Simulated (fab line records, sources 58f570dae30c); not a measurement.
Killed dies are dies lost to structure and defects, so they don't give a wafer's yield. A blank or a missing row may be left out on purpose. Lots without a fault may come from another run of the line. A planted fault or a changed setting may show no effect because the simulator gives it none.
Which tool did it? | flow berkeley_cmos170 | 14 lots, 42 wafers sampled, at 4 steps of a route of 331

WHAT THE GAUGES READ, wafer by wafer
UCB170_NWELL_OVL_MEAS_12.
lot  | measured    | on         | NWELL_OVL (nm)
L689 | day 2 16:20 | overlay-02 | -11 -2 -1
L691 | day 2 22:43 | overlay-02 | -3 -5 -3
L690 | day 2 22:57 | overlay-01 | -6 -9 -5
L693 | day 3 07:01 | overlay-02 | -1 -6 -11
L692 | day 3 07:44 | overlay-02 | 5 4 6
L695 | day 3 16:25 | overlay-01 | 0 8 3
L697 | day 4 12:19 | overlay-01 | 0 1 2
L701 | day 5 00:08 | overlay-02 | 9 2 8
L700 | day 5 00:23 | overlay-02 | 2 1 -3
L705 | day 5 16:21 | overlay-01 | 9 6 1
L708 | day 5 23:56 | overlay-01 | 3 1 2
L706 | day 6 00:20 | overlay-01 | 2 -4 -6
L711 | day 6 22:13 | overlay-01 | 1 3 -2
L710 | day 6 22:22 | overlay-01 | -5 -4 -5

UCB170_NWELL_TW_MEAS_16.
lot  | measured    | on            | NWELL_TW
L689 | day 2 16:44 | film_metro-02 | 1250 1246 1238
L691 | day 2 23:07 | film_metro-03 | 1257 1250 1254
L690 | day 2 23:20 | film_metro-03 | 1252 1250 1253
L693 | day 3 07:25 | film_metro-03 | 1248 1250 1251
L692 | day 3 08:07 | film_metro-04 | 1260 1256 1252
L695 | day 3 16:48 | film_metro-02 | 1246 1241 1240
L697 | day 4 12:42 | film_metro-02 | 1236 1227 1233
L701 | day 5 00:32 | film_metro-03 | 1234 1237 1235
L700 | day 5 00:47 | film_metro-02 | 1248 1244 1243
L705 | day 5 16:45 | film_metro-03 | 1232 1239 1241
L708 | day 6 00:20 | film_metro-04 | 1252 1248 1258
L706 | day 6 00:43 | film_metro-04 | 1246 1247 1252
L711 | day 6 22:35 | film_metro-04 | 1255 1250 1255
L710 | day 6 22:46 | film_metro-02 | 1239 1240 1240

UCB170_SACOX_THK_MEAS_02.
lot  | measured     | on            | SACOX_OXIDE_THK (nm)
L689 | day 6 06:35  | film_metro-04 | 14.75 14.57 14.74
L691 | day 6 15:25  | film_metro-04 | 14.52 14.61 14.61
L690 | day 6 15:25  | film_metro-01 | 14.54 14.72 14.39
L693 | day 7 02:17  | film_metro-01 | 14.33 14.62 14.74
L692 | day 7 02:19  | film_metro-03 | 14.14 14.30 14.16
L695 | day 7 02:16  | film_metro-03 | 14.35 14.15 14.29
L697 | day 7 17:26  | film_metro-03 | 14.33 14.38 14.29
L701 | day 8 08:07  | film_metro-01 | 14.67 14.60 14.88
L700 | day 8 08:05  | film_metro-04 | 14.52 14.26 14.33
L705 | day 8 19:14  | film_metro-03 | 14.11 14.32 14.21
L708 | day 9 14:35  | film_metro-04 | 14.24 14.36 14.54
L706 | day 9 14:35  | film_metro-01 | 14.28 14.09 13.94
L711 | day 10 13:41 | film_metro-03 | 13.68 13.99 14.07
L710 | day 10 13:40 | film_metro-01 | 14.33 14.32 14.34

WHICH TOOL RAN EACH LOT (tool, then ch and the chambers of the sampled wafers, then the start)
lot  | UCB170_NWELL_DEVELOP_11
L689 | litho_track-01 ch 0, day 2 16:00
L691 | litho_track-03 ch 0, day 2 22:00
L690 | litho_track-04 ch 0, day 2 22:00
L693 | litho_track-04 ch 0, day 3 06:00
L692 | litho_track-04 ch 0, day 3 07:00
L695 | litho_track-03 ch 0, day 3 16:00
L697 | litho_track-04 ch 0, day 4 12:00
L701 | litho_track-01 ch 0, day 5 00:00
L700 | litho_track-01 ch 0, day 5 00:00
L705 | litho_track-03 ch 0, day 5 16:00
L708 | litho_track-04 ch 0, day 5 23:00
L706 | litho_track-03 ch 0, day 6 00:00
L711 | litho_track-04 ch 0, day 6 22:00
L710 | litho_track-03 ch 0, day 6 22:00
- UCB170_NWELL_DEVELOP_11: develop time 45 s.

WHAT THE TOOLS THEMSELVES READ (means of the sampled wafers that have a number; where no wafer has one, the mark that the record gives instead)
UCB170_NWELL_DEVELOP_11.
lot  | tool           | developer_temp_C (C)
L689 | litho_track-01 | 21.10
L691 | litho_track-03 | 21.11
L690 | litho_track-04 | 21.07
L693 | litho_track-04 | 20.88
L692 | litho_track-04 | 21.15
L695 | litho_track-03 | 20.96
L697 | litho_track-04 | 21.11
L701 | litho_track-01 | 23.13
L700 | litho_track-01 | 22.98
L705 | litho_track-03 | 20.97
L708 | litho_track-04 | 20.98
L706 | litho_track-03 | 21.06
L711 | litho_track-04 | 21.00
L710 | litho_track-03 | 20.94

THE ANSWER, worked out from the rows above alone
Rule: what is usual is taken from the lots themselves. Put in order of their means at a reading, lots are off if they are a third of the lots or fewer, leave a main group of 4 or more, and stand apart from it by a gap of 3 or more times the standard deviation of the main group's means; of several such gaps the widest counts. A main group whose means are all the same, to the digits that the tables above print for the reading, isn't used. A lot without any number at a reading at which 4 lots or more have one is off too. The other lots that the step has rows for count as sound. The gauges are gone through in route order, then the tools' own readings, and for those a lot's mean is taken as printed above. The first step at which some lot is off is used, and at that step the reading that is off furthest; a lot without a number counts as furthest.
Off: L701, L700, at UCB170_NWELL_DEVELOP_11 (developer_temp_C). The main group: mean 21.03 C, standard deviation 0.08.
A tool fits if, at that step or a process step before it, it ran every lot that is off, and no sound lot after the first of them. One fits: litho_track-01 at UCB170_NWELL_DEVELOP_11. Its last sound lot is L689 (day 2 16:00), its first lot that is off L701 (day 5 00:00): a fault that began between those two fits.
The tool's own readings at UCB170_NWELL_DEVELOP_11 bear it out: on the lots that are off they differ by more than 5 times the standard deviation of the sound lots' means. developer_temp_C reads 23.05 C there against 21.03 C on the sound lots.

WHAT THE SIMULATOR HAD PUT IN
Process parameter drift: litho_track-01, from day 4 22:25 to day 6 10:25, at UCB170_NWELL_DEVELOP_11. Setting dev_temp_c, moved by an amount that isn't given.
Lots struck among those shown: L701, L700. The rule above found the same.
